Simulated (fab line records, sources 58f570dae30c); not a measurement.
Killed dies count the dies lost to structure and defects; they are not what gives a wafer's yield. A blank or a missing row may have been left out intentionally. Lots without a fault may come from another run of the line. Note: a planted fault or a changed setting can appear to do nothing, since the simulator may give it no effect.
Which tool was responsible? :: flow berkeley-cmos170 :: Sampling: 15 lots, 45 wafers, 3 of 331 route steps

WHAT EACH GAUGE READ, for each wafer
UCB170_V2_OVL_MEAS_13.
lot: L417
measured: day 9 21:04
on: overlay-01
V2_OVL (nm): 0 -6 -6

lot: L419
measured: day 9 17:28
on: overlay-02
V2_OVL (nm): -3 -2 -7

lot: L421
measured: day 9 18:26
on: overlay-01
V2_OVL (nm): -10 -2 -5

lot: L420
measured: day 9 19:31
on: overlay-01
V2_OVL (nm): 5 9 6

lot: L422
measured: day 10 05:55
on: overlay-01
V2_OVL (nm): -4 -3 -2

lot: L423
measured: day 10 06:53
on: overlay-02
V2_OVL (nm): -1 7 8

lot: L425
measured: day 11 02:14
on: overlay-01
V2_OVL (nm): 0 -9 -7

lot: L426
measured: day 11 02:07
on: overlay-02
V2_OVL (nm): 0 -7 1

lot: L427
measured: day 11 16:32
on: overlay-01
V2_OVL (nm): -1 3 -6

lot: L428
measured: day 11 17:40
on: overlay-01
V2_OVL (nm): 6 4 10

lot: L430
measured: day 11 19:59
on: overlay-02
V2_OVL (nm): -4 -4 -4

lot: L429
measured: day 11 19:44
on: overlay-01
V2_OVL (nm): -8 -2 -2

lot: L433
measured: day 13 07:43
on: overlay-02
V2_OVL (nm): -5 -10 -10

lot: L437
measured: day 13 22:38
on: overlay-02
V2_OVL (nm): 11 -3 2

lot: L439
measured: day 13 21:56
on: overlay-02
V2_OVL (nm): 6 -7 5

UCB170_M3_OVL_MEAS_16.
lot: L417
measured: day 9 23:53
on: overlay-02
M3_OVL (nm): 0 2 -2

lot: L419
measured: day 9 20:28
on: overlay-01
M3_OVL (nm): 0 -7 1

lot: L421
measured: day 9 21:28
on: overlay-01
M3_OVL (nm): -5 5 -6

lot: L420
measured: day 9 22:23
on: overlay-02
M3_OVL (nm): 5 1 -3

lot: L422
measured: day 10 08:29
on: overlay-02
M3_OVL (nm): 6 1 2

lot: L423
measured: day 10 09:34
on: overlay-02
M3_OVL (nm): 1 6 6

lot: L425
measured: day 11 07:17
on: overlay-02
M3_OVL (nm): 11 1 10

lot: L426
measured: day 11 06:52
on: overlay-02
M3_OVL (nm): -13 -6 -15

lot: L427
measured: day 12 00:08
on: overlay-02
M3_OVL (nm): 0 -4 0

lot: L428
measured: day 12 02:03
on: overlay-01
M3_OVL (nm): 8 3 4

lot: L430
measured: day 12 01:20
on: overlay-02
M3_OVL (nm): 3 8 18

lot: L429
measured: day 12 01:41
on: overlay-02
M3_OVL (nm): 1 -8 -9

lot: L433
measured: day 13 10:46
on: overlay-01
M3_OVL (nm): -7 -4 -6

lot: L437
measured: day 14 01:16
on: overlay-02
M3_OVL (nm): 4 20 -3

lot: L439
measured: day 14 01:01
on: overlay-01
M3_OVL (nm): 9 2 13

EACH LOT AND THE TOOL THAT RAN IT (in order: tool; ch and the chambers of the sampled wafers; start)
lot: L417
UCB170_PWELL_STRIP_16: plasma-asher-02 ch 0,1, day 3 22:01

lot: L419
UCB170_PWELL_STRIP_16: plasma-asher-04 ch 0,1, day 3 22:38

lot: L421
UCB170_PWELL_STRIP_16: plasma-asher-03 ch 0,1, day 4 03:40

lot: L420
UCB170_PWELL_STRIP_16: plasma-asher-04 ch 1, day 4 04:07

lot: L422
UCB170_PWELL_STRIP_16: plasma-asher-04 ch 1, day 4 15:06

lot: L423
UCB170_PWELL_STRIP_16: plasma-asher-02 ch 0,1, day 4 15:37

lot: L425
UCB170_PWELL_STRIP_16: plasma-asher-04 ch 0,1, day 5 11:36

lot: L426
UCB170_PWELL_STRIP_16: plasma-asher-04 ch 0,1, day 5 18:16

lot: L427
UCB170_PWELL_STRIP_16: plasma-asher-04 ch 0,1, day 5 22:30

lot: L428
UCB170_PWELL_STRIP_16: plasma-asher-02 ch 0,1, day 5 22:39

lot: L430
UCB170_PWELL_STRIP_16: plasma-asher-03 ch 0,1, day 6 07:05

lot: L429
UCB170_PWELL_STRIP_16: plasma-asher-04 ch 0,1, day 6 07:22

lot: L433
UCB170_PWELL_STRIP_16: plasma-asher-04 ch 0,1, day 7 04:00

lot: L437
UCB170_PWELL_STRIP_16: plasma-asher-02 ch 0,1, day 7 18:23

lot: L439
UCB170_PWELL_STRIP_16: plasma-asher-03 ch 1, day 8 07:31
- UCB170_PWELL_STRIP_16: strips in O2.

WHAT THE TOOLS THEMSELVES READ (means of the sampled wafers that have a number; where no wafer has one, the mark that the record gives instead)
UCB170_PWELL_STRIP_16.
lot: L417
tool: plasma-asher-02
drypump-motor-current-A (A): 5.5
oes-product-au (a.u.): 0.722
strip-time-to-endpoint-s (s): 17.98

lot: L419
tool: plasma-asher-04
drypump-motor-current-A (A): 5.1
oes-product-au (a.u.): 0.720
strip-time-to-endpoint-s (s): 17.99

lot: L421
tool: plasma-asher-03
drypump-motor-current-A (A): 5.7
oes-product-au (a.u.): 0.720
strip-time-to-endpoint-s (s): 18.06

lot: L420
tool: plasma-asher-04
drypump-motor-current-A (A): 5.0
oes-product-au (a.u.): 0.718
strip-time-to-endpoint-s (s): 18.12

lot: L422
tool: plasma-asher-04
drypump-motor-current-A (A): 5.0
oes-product-au (a.u.): 0.722
strip-time-to-endpoint-s (s): 17.98

lot: L423
tool: plasma-asher-02
drypump-motor-current-A (A): 5.9
oes-product-au (a.u.): 0.723
strip-time-to-endpoint-s (s): 18.10

lot: L425
tool: plasma-asher-04
drypump-motor-current-A (A): 5.1
oes-product-au (a.u.): 0.719
strip-time-to-endpoint-s (s): 18.17

lot: L426
tool: plasma-asher-04
drypump-motor-current-A (A): 5.3
oes-product-au (a.u.): 0.720
strip-time-to-endpoint-s (s): 18.12

lot: L427
tool: plasma-asher-04
drypump-motor-current-A (A): 5.2
oes-product-au (a.u.): 0.717
strip-time-to-endpoint-s (s): 17.98

lot: L428
tool: plasma-asher-02
drypump-motor-current-A (A): 5.9
oes-product-au (a.u.): 0.718
strip-time-to-endpoint-s (s): 18.11

lot: L430
tool: plasma-asher-03
drypump-motor-current-A (A): 5.7
oes-product-au (a.u.): 0.721
strip-time-to-endpoint-s (s): 18.05

lot: L429
tool: plasma-asher-04
drypump-motor-current-A (A): 5.3
oes-product-au (a.u.): 0.719
strip-time-to-endpoint-s (s): 18.05

lot: L433
tool: plasma-asher-04
drypump-motor-current-A (A): 5.3
oes-product-au (a.u.): 0.723
strip-time-to-endpoint-s (s): 17.91

lot: L437
tool: plasma-asher-02
drypump-motor-current-A (A): 5.9
oes-product-au (a.u.): 0.721
strip-time-to-endpoint-s (s): 17.96

lot: L439
tool: plasma-asher-03
drypump-motor-current-A (A): 5.8
oes-product-au (a.u.): 0.717
strip-time-to-endpoint-s (s): 17.94

THE ANSWER, worked out from the rows above alone
Rule: what is usual is taken from the lots themselves. The widest of any qualifying gaps counts: lots, ordered by their means at a reading, are off when they make up no more than a third of the lots, leave a main group of 4 or more, and stand apart from it by 3 or more times the standard deviation of that group's means. The tables above print the reading to a certain number of digits; a main group whose means all agree to those digits is not used. Also off: a lot with no number at a reading for which 4 or more lots have one. The other lots that the step has rows for count as sound. First the gauges in route order, then the tools' own readings, where a lot's mean is used as printed above. The first step at which some lot is off is used, and at that step the reading that is off furthest; a lot without a number counts as furthest.
No lot is off on any of the readings shown, so nothing can be concluded from this.

WHAT HAD BEEN PUT IN BY THE SIMULATOR
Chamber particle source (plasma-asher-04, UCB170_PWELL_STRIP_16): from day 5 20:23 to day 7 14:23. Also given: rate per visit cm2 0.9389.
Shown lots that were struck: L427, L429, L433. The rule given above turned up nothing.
